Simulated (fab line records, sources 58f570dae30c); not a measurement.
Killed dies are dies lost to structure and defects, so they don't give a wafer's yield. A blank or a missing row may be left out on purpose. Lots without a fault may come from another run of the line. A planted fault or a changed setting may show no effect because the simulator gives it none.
Tool commonality check | flow berkeley_cmos170 | 14 lots, 42 wafers sampled

WHY IT WAS OPENED
At UCB170_SILICIDE_RS_MEAS_02 the reading SILICIDE_TI_RS is flagged on 2 of 14 lots. Wafers without a fault read 26.2 ohm/sq, standard deviation 0.34.
Rule: a lot is flagged when every wafer of it that has a number lies more than 4 standard deviations from that mean, or none has a number. The other lots count as sound.

lot  | measured     | on            | SILICIDE_TI_RS (ohm/sq), wafer by wafer | flag
L292 | day 6 19:46  | film_metro-02 | 25.7 26.3 25.6                          |
L293 | day 7 02:16  | film_metro-04 | 26.8 26.2 26.8                          |
L296 | day 7 15:53  | film_metro-02 | 26.1 26.5 26.3                          |
L294 | day 7 20:18  | film_metro-02 | 25.7 25.8 25.9                          |
L297 | day 7 22:50  | film_metro-04 | 26.9 26.4 26.6                          |
L295 | day 7 22:50  | film_metro-02 | 25.8 26.1 26.0                          |
L298 | day 7 23:01  | film_metro-04 | 25.9 25.7 25.8                          |
L299 | day 8 17:52  | film_metro-02 | 26.4 26.6 26.0                          |
L303 | day 9 09:35  | film_metro-04 | 26.1 26.1 25.9                          |
L305 | day 9 09:35  | film_metro-02 | 27.0 26.8 26.5                          |
L304 | day 9 09:47  | film_metro-01 | 25.7 26.1 26.0                          |
L306 | day 9 16:46  | film_metro-02 | 11.6 11.8 11.6                          | FLAGGED
L308 | day 9 22:07  | film_metro-01 | 11.7 11.6 11.7                          | FLAGGED
L314 | day 11 21:40 | film_metro-02 | 26.2 26.2 26.2                          |
The numbers of the flagged lots are 11.7 ohm/sq on average: -14.5 ohm/sq against the usual, or -43 standard deviations.

WHICH TOOL RAN EACH LOT
The record holds 2 process steps before the reading, out of a route of 331 steps. In each cell: the tool, then ch and the chambers that the sampled wafers went through, then the start.
lot  | flag    | UCB170_ZERO_STRIP_07                | UCB170_SILICIDE_SPUTTER_01
L292 |         | plasma_asher-03 ch 1, day 1 17:12   | pvd_sputter-04, day 6 19:43
L293 |         | plasma_asher-04 ch 0,1, day 1 23:43 | pvd_sputter-03, day 7 02:13
L296 |         | plasma_asher-01 ch 0,1, day 2 14:51 | pvd_sputter-01, day 7 15:51
L294 |         | plasma_asher-03 ch 0,1, day 2 05:56 | pvd_sputter-04, day 7 20:16
L297 |         | plasma_asher-01 ch 0,1, day 2 22:07 | pvd_sputter-03, day 7 22:41
L295 |         | plasma_asher-01 ch 0,1, day 2 09:43 | pvd_sputter-04, day 7 22:41
L298 |         | plasma_asher-04 ch 0,1, day 3 01:05 | pvd_sputter-01, day 7 22:59
L299 |         | plasma_asher-04 ch 0,1, day 3 05:28 | pvd_sputter-03, day 8 17:49
L303 |         | plasma_asher-01 ch 0, day 4 01:27   | pvd_sputter-04, day 9 09:33
L305 |         | plasma_asher-01 ch 1, day 4 13:02   | pvd_sputter-03, day 9 09:33
L304 |         | plasma_asher-03 ch 0,1, day 4 08:49 | pvd_sputter-01, day 9 09:46
L306 | FLAGGED | plasma_asher-04 ch 0,1, day 4 18:11 | pvd_sputter-03, day 9 16:32
L308 | FLAGGED | plasma_asher-01 ch 0,1, day 5 01:28 | pvd_sputter-01, day 9 21:53
L314 |         | plasma_asher-03 ch 0,1, day 6 19:48 | pvd_sputter-01, day 11 21:37
What these steps do:
- UCB170_ZERO_STRIP_07: strips in O2.
- UCB170_SILICIDE_SPUTTER_01: material Ti, target thk 30 nm, time 25 s.
- UCB170_SILICIDE_RS_MEAS_02: measures by four-point-probe.

FLAGGED OVER TOTAL, TOOL BY TOOL (the gauges that took the reading come last)
step                       | tool            | lots run | flagged | share of the flagged lots | sound lots run after its first flagged lot
UCB170_ZERO_STRIP_07       | plasma_asher-01 | 6        | 1       | some                      | 0
UCB170_ZERO_STRIP_07       | plasma_asher-03 | 4        | 0       | none                      | -
UCB170_ZERO_STRIP_07       | plasma_asher-04 | 4        | 1       | some                      | 0
UCB170_SILICIDE_SPUTTER_01 | pvd_sputter-01  | 5        | 1       | some                      | 1 (L314)
UCB170_SILICIDE_SPUTTER_01 | pvd_sputter-03  | 5        | 1       | some                      | 0
UCB170_SILICIDE_SPUTTER_01 | pvd_sputter-04  | 4        | 0       | none                      | -
UCB170_SILICIDE_RS_MEAS_02 | film_metro-01   | 2        | 1       | some                      | 0
UCB170_SILICIDE_RS_MEAS_02 | film_metro-02   | 8        | 1       | some                      | 1 (L314)
UCB170_SILICIDE_RS_MEAS_02 | film_metro-04   | 4        | 0       | none                      | -

WHAT THE TABLE ALLOWS
No row of the table ran every flagged lot.

WHAT THE SIMULATOR HAD PUT IN
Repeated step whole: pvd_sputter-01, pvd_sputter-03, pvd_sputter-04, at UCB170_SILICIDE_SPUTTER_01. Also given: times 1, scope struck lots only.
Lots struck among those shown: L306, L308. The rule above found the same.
